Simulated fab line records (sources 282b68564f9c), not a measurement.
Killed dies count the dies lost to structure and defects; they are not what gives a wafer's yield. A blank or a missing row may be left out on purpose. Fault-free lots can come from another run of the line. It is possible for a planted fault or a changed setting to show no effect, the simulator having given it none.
Which tool was responsible?    flow rit-cmos    Sampling: 14 lots, 42 wafers, 2 of 202 route steps

== WHAT EACH GAUGE READ, for each wafer ==
RIT_SPACER_THK_MEAS_04. Usual: SPACER_NITRIDE_THK gives 249.3 nm (standard deviation 2.4).
lot   measured     on             SPACER_NITRIDE_THK (nm)  flag
L992  day 2 21:34  film-metro-03  247.8 248.2 247.8        
L993  day 3 07:21  film-metro-03  249.2 248.6 248.3        
L994  day 3 09:34  film-metro-02  249.7 250.5 251.0        
L995  day 3 13:47  film-metro-04  252.0 250.4 251.4        
L996  day 3 17:40  film-metro-03  250.4 251.9 250.5        
L997  day 3 22:55  film-metro-02  252.3 252.1 252.1        
L998  day 4 03:17  film-metro-03  250.0 249.6 247.0        
L999  day 4 08:22  film-metro-04  250.5 251.3 250.1        
L100  day 4 14:31  film-metro-04  371.8 372.0 376.0        OFF
L101  day 4 19:52  film-metro-02  368.9 372.5 368.7        OFF
L103  day 5 06:22  film-metro-03  246.6 246.1 244.4        
L108  day 6 06:40  film-metro-04  251.3 249.7 253.6        
L110  day 6 16:12  film-metro-02  248.2 247.7 246.5        
L115  day 7 17:17  film-metro-04  246.7 245.5 244.0        

== TOOL THAT RAN EACH LOT (tool first, then ch and the chambers of the sampled wafers, then the start) ==
lot   RIT_SPACER_CVD_03
L992  lpcvd-01 ch 1, day 2 19:38
L993  lpcvd-02 ch 0, day 3 05:26
L994  lpcvd-02 ch 0, day 3 07:38
L995  lpcvd-01 ch 1, day 3 11:52
L996  lpcvd-02 ch 0, day 3 15:44
L997  lpcvd-01 ch 0, day 3 20:59
L998  lpcvd-01 ch 0, day 4 01:21
L999  lpcvd-02 ch 1, day 4 06:27
L100  lpcvd-02 ch 1, day 4 12:36
L101  lpcvd-02 ch 1, day 4 17:58
L103  lpcvd-01 ch 1, day 5 04:26
L108  lpcvd-01 ch 0, day 6 04:46
L110  lpcvd-01 ch 0, day 6 14:16
L115  lpcvd-02 ch 1, day 7 15:22
- RIT_SPACER_CVD_03: deposits Si3N4 from SiH2Cl2/NH3, target thk 250 nm, time 3300 s.

== AS READ BY THE TOOLS THEMSELVES (means over the sampled wafers that have a number; for cases with no such wafer, the mark the record gives instead) ==
The record holds no such reading with a usual standard deviation.

== THE ANSWER, worked out from the rows above alone ==
Rule: lot off if the mean of its wafers having a number is beyond 3 standard deviations from the usual mean. A lot without any number at a reading at which 4 lots or more have one is off too. The other lots that the step has rows for count as sound. After the gauges, taken in route order, come the tools' own readings; for these a lot's mean is taken, as printed above. At the first step where some lot is off, the reading lying furthest off is the one used; lots without a number count as furthest.
Off: L100, L101, seen at RIT_SPACER_THK_MEAS_04 (SPACER_NITRIDE_THK).
A tool fits if, at a process step before that reading, it ran every lot that is off, and no sound lot after the first of them. Gauges at RIT_SPACER_THK_MEAS_04: tried the same way as those tools. Of those tried, none fits.

== WHAT HAD BEEN PUT IN BY THE SIMULATOR ==
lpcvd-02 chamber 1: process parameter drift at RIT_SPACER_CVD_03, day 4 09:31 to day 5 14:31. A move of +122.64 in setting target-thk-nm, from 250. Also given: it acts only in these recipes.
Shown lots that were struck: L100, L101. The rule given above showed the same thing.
